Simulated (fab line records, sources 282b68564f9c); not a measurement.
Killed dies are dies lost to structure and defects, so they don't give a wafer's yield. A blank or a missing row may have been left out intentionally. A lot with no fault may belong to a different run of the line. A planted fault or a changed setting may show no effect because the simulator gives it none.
Problem report, 8D (eight disciplines) form, completed by code + flow ritCmos + the parts of the form that need people (team, actions taken, sign-off) are left out

1. PROBLEM STATEMENT
Wafers without a fault read 149.4 nm, standard deviation 2.2; cdNm at RIT_GATE_CD_MEAS_16 reads a mean of 336.8 nm on 6 wafers belonging to 2 lots. Measured from the usual mean, that is +85 standard deviations.
The step: target cd 150 nm.
The first sign was on wafer L673.3 at day 4 05:57, on cdSem-01. Wafers with a number at this step in the record: 42, from 14 lots. By rule, "out" or "out of limits" means more than 4 standard deviations away from the usual mean. The other wafers with a number count as sound.

2. WHAT IT IS, AND WHAT IT ISN'T
| question                    | is                     | is not                                                                                 |
|-----------------------------|------------------------|----------------------------------------------------------------------------------------|
| which readings at this step | cdNm                   | -                                                                                      |
| which lots                  | L673, L675             | L665, L666, L667, L668, L669, L670, L671, L672, L676, L684, L685, L687                 |
| which wafers of those lots  | all that have a number | -                                                                                      |
| read on which gauges        | cdSem-01, cdSem-02     | -                                                                                      |
| when                        | from day 4 05:57       | up to then (24 sound wafers); but 12 sound wafers of L676, L684, L685, L687 came after |

3. SUSPECTS, AND WHAT RULES EACH OUT
Counting: any tool at a process step up to the reading is kept as a suspect provided that every lot that is out went through it and no sound lot did after the first of them.
- the gauge at RIT_GATE_CD_MEAS_16: ruled out. 2 gauges (cdSem-01, cdSem-02) read the wafers that are out.
- ilineStepper-01 at RIT_GATE_EXPOSE_13 (exposes mask M6, target cd 150 nm): kept. All lots that are out passed through it, beginning with L673 at day 4 05:24, and no sound lot followed; its final sound lot before that point was L672 at day 4 01:14. Its own readings are out on those wafers: exposureDoseMJCm2.
Left after counting: ilineStepper-01 at RIT_GATE_EXPOSE_13.

4. THE CAUSE (what the simulator had put in)
Drift in process parameters on ilineStepper-01 at RIT_GATE_EXPOSE_13, starting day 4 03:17. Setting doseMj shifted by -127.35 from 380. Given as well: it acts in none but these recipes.
The count eliminated every tool but this one.

5. THE EFFECT CHAIN, in route order
Each row: a reading where the mean over the struck wafers with a number is more than 3 standard deviations away from the usual. Scope: only readings with a usual standard deviation given in the record; hours: median across lots of the time from each lot's start at the first step in this table that gives one to its start at this step; sigmas: change in usual standard deviations.
| hours | step                | reading           | usual    | on struck wafers | change | sigmas      |
|-------|---------------------|-------------------|----------|------------------|--------|-------------|
| 0     | RIT_GATE_EXPOSE_13  | exposureDoseMJCm2 | 380.0    | 265.5            | -114.5 | -99 or more |
| 0     | RIT_GATE_CD_MEAS_16 | cdNm              | 149.4 nm | 336.8            | +187.4 | +85         |
It contains these process steps:
- RIT_GATE_EXPOSE_13: exposes mask M6, target cd 150 nm.
At these later measuring or inspecting steps, every struck wafer for which the step has a row has a number for every such reading, and none has moved that far: RIT_GATE_OVL_MEAS_17.

6. WHAT WOULD HAVE CAUGHT IT SOONER
3 hours passed between the start of the fault at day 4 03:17 and the first reading out of limits at a measuring or inspecting step in this record, taken at day 4 05:57.
Tool's own readings at RIT_GATE_EXPOSE_13, exposureDoseMJCm2: out on all struck wafers the step has rows for; an alarm limit on them would have tripped on the first.
Among the 2 lots that are out, L675 began RIT_GATE_EXPOSE_13 on ilineStepper-01 after day 4 05:57. A tool hold placed at that time would have kept it from harm.
